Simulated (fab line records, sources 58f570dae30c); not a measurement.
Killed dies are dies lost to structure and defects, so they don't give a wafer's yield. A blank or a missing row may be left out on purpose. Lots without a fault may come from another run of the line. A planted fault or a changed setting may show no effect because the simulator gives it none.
Which tool did it? | flow berkeley_cmos170 | 7 lots, 21 wafers sampled, at 3 steps of a route of 331

WHAT THE GAUGES READ, wafer by wafer
UCB170_SDANNEAL_RS_MEAS_05: measures by four-point-probe.
lot  | measured     | on            | NLDD_RS (ohm/sq)
L321 | day 6 17:59  | film_metro-04 | 613.8 616.3 615.0
L333 | day 9 14:33  | film_metro-04 | 616.7 617.6 617.1
L335 | day 10 01:24 | film_metro-04 | 616.4 616.5 615.0
L339 | day 10 23:14 | film_metro-04 | 615.2 614.6 612.9
L341 | day 11 06:52 | film_metro-02 | 613.0 612.9 613.1

WHICH TOOL RAN EACH LOT (tool, then ch and the chambers of the sampled wafers, then the start)
lot  | UCB170_ZERO_STRIP_07                | UCB170_SCREENOX_ANNEAL_03
L321 | plasma_asher-04 ch 1, day 2 00:55   | furnace-04 ch 0, day 5 08:25
L327 | plasma_asher-03 ch 0,1, day 3 05:40 | furnace-02, day 7 01:10
L329 | plasma_asher-03 ch 0,1, day 3 17:56 | furnace-01, day 7 07:39
L333 | plasma_asher-04 ch 0,1, day 4 08:41 | furnace-02 ch 0, day 8 05:25
L335 | plasma_asher-04 ch 0,1, day 4 20:33 | furnace-02 ch 0, day 8 17:25
L339 | plasma_asher-03 ch 0,1, day 5 17:13 | furnace-02 ch 0, day 9 15:31
L341 | plasma_asher-04 ch 0,1, day 6 05:20 | furnace-02 ch 0, day 10 00:38
- UCB170_ZERO_STRIP_07: strips in O2.
- UCB170_SCREENOX_ANNEAL_03: time 900 s.

THE ANSWER, worked out from the rows above alone
Rule: what is usual is taken from the lots themselves. Put in order of their means at a reading, lots are off if they are a third of the lots or fewer, leave a main group of 4 or more, and stand apart from it by a gap of 3 or more times the standard deviation of the main group's means; of several such gaps the widest counts. A main group whose means are all the same, to the digits that the tables above print for the reading, isn't used. A lot without any number at a reading at which 4 lots or more have one is off too. The other lots that the step has rows for count as sound.
No lot is off at any reading shown: from this, nothing can be told.

WHAT THE SIMULATOR HAD PUT IN
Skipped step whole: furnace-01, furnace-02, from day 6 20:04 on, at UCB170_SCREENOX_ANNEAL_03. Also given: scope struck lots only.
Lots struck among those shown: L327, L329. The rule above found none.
